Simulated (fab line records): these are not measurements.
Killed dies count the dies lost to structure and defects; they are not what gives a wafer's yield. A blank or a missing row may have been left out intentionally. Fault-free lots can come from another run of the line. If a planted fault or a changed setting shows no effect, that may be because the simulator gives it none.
Which tool was responsible? -- flow berkeley-cmos170 -- 42 wafers from 14 lots sampled at 3 of the route's 331 steps

== WHAT THE GAUGES READ, wafer by wafer ==
UCB170_START_BOW_MEAS_00.
lot,measured,on,INCOMING_BOW (um)
L968,day 1 10:00,film-metro-02,-6 -5 10
L969,day 1 15:00,film-metro-02,-4 -3 -6
L971,day 2 01:01,film-metro-03,8 11 -12
L972,day 2 06:02,film-metro-04,-15 0 18
L973,day 2 11:01,film-metro-04,-2 -3 15
L974,day 2 16:02,film-metro-03,-5 -6 1
L975,day 2 21:00,film-metro-03,-4 -6 -3
L977,day 3 07:02,film-metro-02,1 -10 -8
L979,day 3 17:01,film-metro-04,7 2 -6
L984,day 4 18:01,film-metro-04,1 -12 4
L986,day 5 04:01,film-metro-03,1 5 7
L987,day 5 09:00,film-metro-03,7 -4 1
L988,day 5 14:00,film-metro-04,9 3 8
L991,day 6 05:00,film-metro-04,3 -20 -3

UCB170_PWELL_TW_MEAS_17.
lot,measured,on,PWELL_TW
L968,day 3 02:11,film-metro-01,381.9 381.2 379.8
L969,day 3 06:11,film-metro-01,379.0 380.5 380.9
L971,day 3 16:53,film-metro-01,379.3 381.0 379.1
L972,day 3 16:46,film-metro-02,380.7 380.8 381.5
L973,day 4 03:08,film-metro-04,384.3 380.3 384.5
L974,day 4 03:23,film-metro-02,382.6 381.6 381.8
L975,day 4 12:38,film-metro-01,378.7 379.3 380.7
L977,day 4 21:47,film-metro-04,384.0 385.0 385.4
L979,day 5 10:30,film-metro-01,404.7 407.6 405.0
L984,day 6 06:57,film-metro-01,404.1 403.3 404.6
L986,day 7 05:14,film-metro-02,382.0 379.1 380.0
L987,day 7 04:46,film-metro-01,383.9 380.1 380.8
L988,day 7 05:02,film-metro-01,380.7 382.1 384.5
L991,day 7 20:36,film-metro-02,382.0 381.5 380.1

== EACH LOT AND THE TOOL THAT RAN IT (in order: tool; ch and the chambers of the sampled wafers; start) ==
lot,UCB170_PWELL_IMPLANT_15
L968,"implanter-01 ch 0, day 3 01:56"
L969,"implanter-01 ch 0, day 3 05:56"
L971,"implanter-03 ch 0, day 3 16:39"
L972,"implanter-04 ch 0, day 3 16:32"
L973,"implanter-03 ch 0, day 4 02:54"
L974,"implanter-01 ch 0, day 4 03:10"
L975,"implanter-03 ch 0, day 4 12:23"
L977,"implanter-03 ch 0, day 4 21:34"
L979,"implanter-03 ch 0, day 5 10:16"
L984,"implanter-03 ch 0, day 6 06:41"
L986,"implanter-04 ch 0, day 7 05:00"
L987,"implanter-04 ch 0, day 7 04:31"
L988,"implanter-01 ch 0, day 7 04:47"
L991,"implanter-01 ch 0, day 7 20:21"
- UCB170_PWELL_IMPLANT_15

== WHAT THE TOOLS THEMSELVES READ (means of the sampled wafers that have a number; where no wafer has one, the mark that the record gives instead) ==
UCB170_PWELL_IMPLANT_15.
lot,tool,beam-on-s (s),faraday-current-uA
L968,implanter-01,9.98,16.2
L969,implanter-01,10.00,16.2
L971,implanter-03,9.85,16.4
L972,implanter-04,10.14,16.0
L973,implanter-03,9.85,16.4
L974,implanter-01,9.80,16.5
L975,implanter-03,10.02,16.2
L977,implanter-03,10.01,16.2
L979,implanter-03,12.35,13.1
L984,implanter-03,12.19,13.3
L986,implanter-04,9.99,16.2
L987,implanter-04,10.16,15.9
L988,implanter-01,9.94,16.3
L991,implanter-01,9.95,16.2

== THE ANSWER, worked out from the rows above alone ==
Rule: the lots themselves supply what counts as usual. The widest of any qualifying gaps counts: lots, ordered by their means at a reading, are off when they make up no more than a third of the lots, leave a main group of 4 or more, and stand apart from it by 3 or more times the standard deviation of that group's means. If all means in a main group match to the digits the tables above print for the reading, that group is not used. Also off: a lot with no number at a reading for which 4 or more lots have one. All remaining lots with rows at the step are treated as sound. First the gauges in route order, then the tools' own readings, where a lot's mean is used as printed above. The first step at which some lot is off is used, and at that step the reading that is off furthest; a lot without a number counts as furthest.
Off: L979, L984, seen at UCB170_PWELL_TW_MEAS_17 (PWELL_TW). For the main group the mean is 381.4 and the standard deviation 1.4.
A tool fits if, at a process step before that reading, it ran every lot that is off, and no sound lot after the first of them. The gauges at UCB170_PWELL_TW_MEAS_17 aren't tried: what is off there is off at UCB170_PWELL_IMPLANT_15 too, on other tools, and a gauge's error can't cause that. One fits: implanter-03 at UCB170_PWELL_IMPLANT_15. A fault onset in the window from L977 (day 4 21:34, its last sound lot) to L979 (day 5 10:16, its first lot off) fits.
The tool's own readings at UCB170_PWELL_IMPLANT_15 bear it out: on the lots that are off they differ by more than 5 times the standard deviation of the sound lots' means. beam-on-s reads 12.27 s there against 9.97 s on the sound lots; faraday-current-uA reads 13.2 there against 16.2 on the sound lots.

== WHAT THE SIMULATOR HAD INSERTED ==
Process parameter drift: implanter-03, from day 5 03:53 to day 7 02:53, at UCB170_PWELL_IMPLANT_15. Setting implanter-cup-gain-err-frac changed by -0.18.
Shown lots that were struck: L979, L984. The rule above reached the same finding.
